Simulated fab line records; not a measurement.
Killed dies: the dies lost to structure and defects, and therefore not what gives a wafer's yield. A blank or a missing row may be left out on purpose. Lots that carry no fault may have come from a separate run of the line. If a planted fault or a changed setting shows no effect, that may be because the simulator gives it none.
The tool behind it: which one? ; flow rit_cmos ; Sampling: 7 lots, 21 wafers, 2 of 202 route steps

== WHAT THE GAUGES READ, wafer by wafer ==
RIT_FOX2_THK_MEAS_01.
lot;measured;on;FOX2_OXIDE_THK (nm)
L730;day 2 05:04;film_metro-01;363 363 361
L733;day 2 22:47;film_metro-01;344 342 344
L739;day 3 20:49;film_metro-02;408 408 404
L741;day 4 08:07;film_metro-01;398 401 406
L745;day 5 03:52;film_metro-02;360 352 357
L749;day 6 01:11;film_metro-02;345 340 344
L751;day 6 16:22;film_metro-02;355 351 357

== EACH LOT AND THE TOOL THAT RAN IT (in order: tool; ch and the chambers of the sampled wafers; start) ==
lot;RIT_FOX2_OXIDATION_00
L730;furnace-03 ch 0, day 2 03:44
L733;furnace-01 ch 0, day 2 21:28
L739;furnace-04 ch 0, day 3 19:29
L741;furnace-04 ch 0, day 4 06:47
L745;furnace-03 ch 0, day 5 02:32
L749;furnace-03 ch 0, day 5 23:52
L751;furnace-01 ch 0, day 6 15:01
- RIT_FOX2_OXIDATION_00: target thk 350.7 nm, ox time 1130 s.

== THE ANSWER, worked out from the rows above alone ==
Rule: the usual values come from the lots themselves. Put in order of their means at a reading, lots are off if they are a third of the lots or fewer, leave a main group of 4 or more, and stand apart from it by a gap of 3 or more times the standard deviation of the main group's means; of several such gaps the widest counts. If all means in a main group match to the digits the tables above print for the reading, that group is not used. A lot without any number at a reading at which 4 lots or more have one is off too. Any other lot the step has rows for is counted as sound.
Off: L739, L741, at RIT_FOX2_THK_MEAS_01 (FOX2_OXIDE_THK). Main group: mean 352 nm, sd 7.6.
If a tool, at a process step before that reading, ran all the lots that are off and no sound lot after the first of them, it fits. The gauges at RIT_FOX2_THK_MEAS_01 are tried like those tools. One candidate fits, namely furnace-04 at RIT_FOX2_OXIDATION_00. It ran no sound lot before its first lot that is off in this sample, so the start can't be narrowed down.

== WHAT THE SIMULATOR PUT IN ==
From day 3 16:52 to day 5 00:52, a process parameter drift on furnace-04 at RIT_FOX2_OXIDATION_00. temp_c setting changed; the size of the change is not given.
Shown lots that were struck: L739, L741. This agrees with what the rule above found.
